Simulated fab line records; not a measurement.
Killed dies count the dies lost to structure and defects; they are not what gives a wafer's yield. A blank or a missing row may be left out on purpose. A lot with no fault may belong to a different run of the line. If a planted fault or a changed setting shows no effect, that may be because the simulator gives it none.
Comparing a struck lot with a sound one + flow berkeley cmos170 + 16 out of 331 route steps
Sound: wafers L546.4, L546.5, L546.6. Wafers struck: L549.1, L549.2, L549.6. The cause is named last.
Order at every step that has rows: each side's tool, ch and its chambers, its first start. Under that, the readings that differ: sound wafers + struck wafers + difference of the means + sigmas: that difference in standard deviations of wafers without a fault.
alike: words and numbers the same on both sides, and readings whose means are apart by under 2 such deviations; not compared: readings that were withheld, readings missing a value for some wafer, numbers with overlapping values and no deviation given by the record, and bounds like >300 which may hide the same value.
A row with sigmas, a row that says differs or no value, or rows on one side alone: a step with any of these is where the two part. Numbers that have no deviation but don't overlap get no sigmas and don't part them. A reading missing from all wafers of one side parts the sides only when that side holds two or more wafers.

UCB170_V2_CMP_02: polishes SiO2.
  sound on cmp-01 ch 0,3, day 9 23:43; struck on cmp-01 ch 2,3, day 10 15:00
  alike: motor current A
UCB170_V2_BOW_MEAS_03:
  sound on film metro-01 at day 10 00:02; struck on film metro-01 at day 10 15:20
  alike: V2_BOW
UCB170_V2_THK_MEAS_04:
  sound on film metro-01 at day 10 00:07; struck on film metro-01 at day 10 15:27
  alike: V2_POLISHED_THK
then, 7 steps without rows for these wafers: UCB170_V2_CLEAN_05 (cleans in DIW); UCB170_V2_HMDS_06 (prime time 60 s); UCB170_V2_COAT_07 (resist thk 900 nm); UCB170_V2_SOFTBAKE_08 (time 60 s); UCB170_V2_EXPOSE_09 (exposes mask VIA2, target cd 700 nm); UCB170_V2_PEB_10; UCB170_V2_DEVELOP_11 (develop time 45 s).
UCB170_V2_CD_MEAS_12 targets a cd of 700 nm.
  sound on cd sem-02 at day 10 01:21; struck on cd sem-02 at day 10 16:40
  alike: cd nm
UCB170_V2_OVL_MEAS_13:
  sound on overlay-01 at day 10 01:26; struck on overlay-02 at day 10 16:47
| reading     | sound  | struck      | difference | sigmas |
|-------------|--------|-------------|------------|--------|
| V2_OVL (nm) | 5 -7 8 | -13 -20 -12 | -17        | -3     |
UCB170_V2_ETCH_14: etches SiO2 in CHF3/CF4/Ar, stops on Al, target depth 1250 nm, time 291 s.
  sound on rie diel-03 ch 1,2,3, day 10 01:27; struck on rie diel-03 ch 0,2,3, day 10 16:50
| reading                             | sound             | struck            | difference | sigmas |
|-------------------------------------|-------------------|-------------------|------------|--------|
| oes product au (a.u.)               | 0.877 0.860 0.876 | 0.967 0.951 0.972 | +0.092     | +8     |
| model.KrF_of_V2_COAT_07.thk nm (nm) | 610.7 607.4 602.7 | 649.6 647.5 647.4 | +41.2      |        |
  alike: cf4 flow sccm, drypump motor current A, throttle valve pct
  not compared: rf hours counter h
UCB170_V2_STRIP_15: strips in O2.
  sound on plasma asher-03 ch 0,1, day 10 01:40; struck on plasma asher-04 ch 0,1, day 10 17:00
| reading                      | sound             | struck            | difference | sigmas |
|------------------------------|-------------------|-------------------|------------|--------|
| strip time to endpoint s (s) | 15.33 15.25 15.14 | 16.17 16.12 16.14 | +0.90      | +10    |
  alike: drypump motor current A, o2 flow sccm, oes product au
  not compared: rf hours counter h
UCB170_V2_CD_MEAS_90 targets a cd of 700 nm.
  sound on cd sem-02 at day 10 01:47; struck on cd sem-02 at day 10 17:06
  alike: cd nm
UCB170_M3_PROBE_99:
  sound wafers here have rows in the record (prober-01, day 10 04:46); struck ones have none

WHERE THEY PART
Earliest at UCB170_V2_OVL_MEAS_13; latest, in this record, at UCB170_M3_PROBE_99.

WHY: whatever the simulator had introduced
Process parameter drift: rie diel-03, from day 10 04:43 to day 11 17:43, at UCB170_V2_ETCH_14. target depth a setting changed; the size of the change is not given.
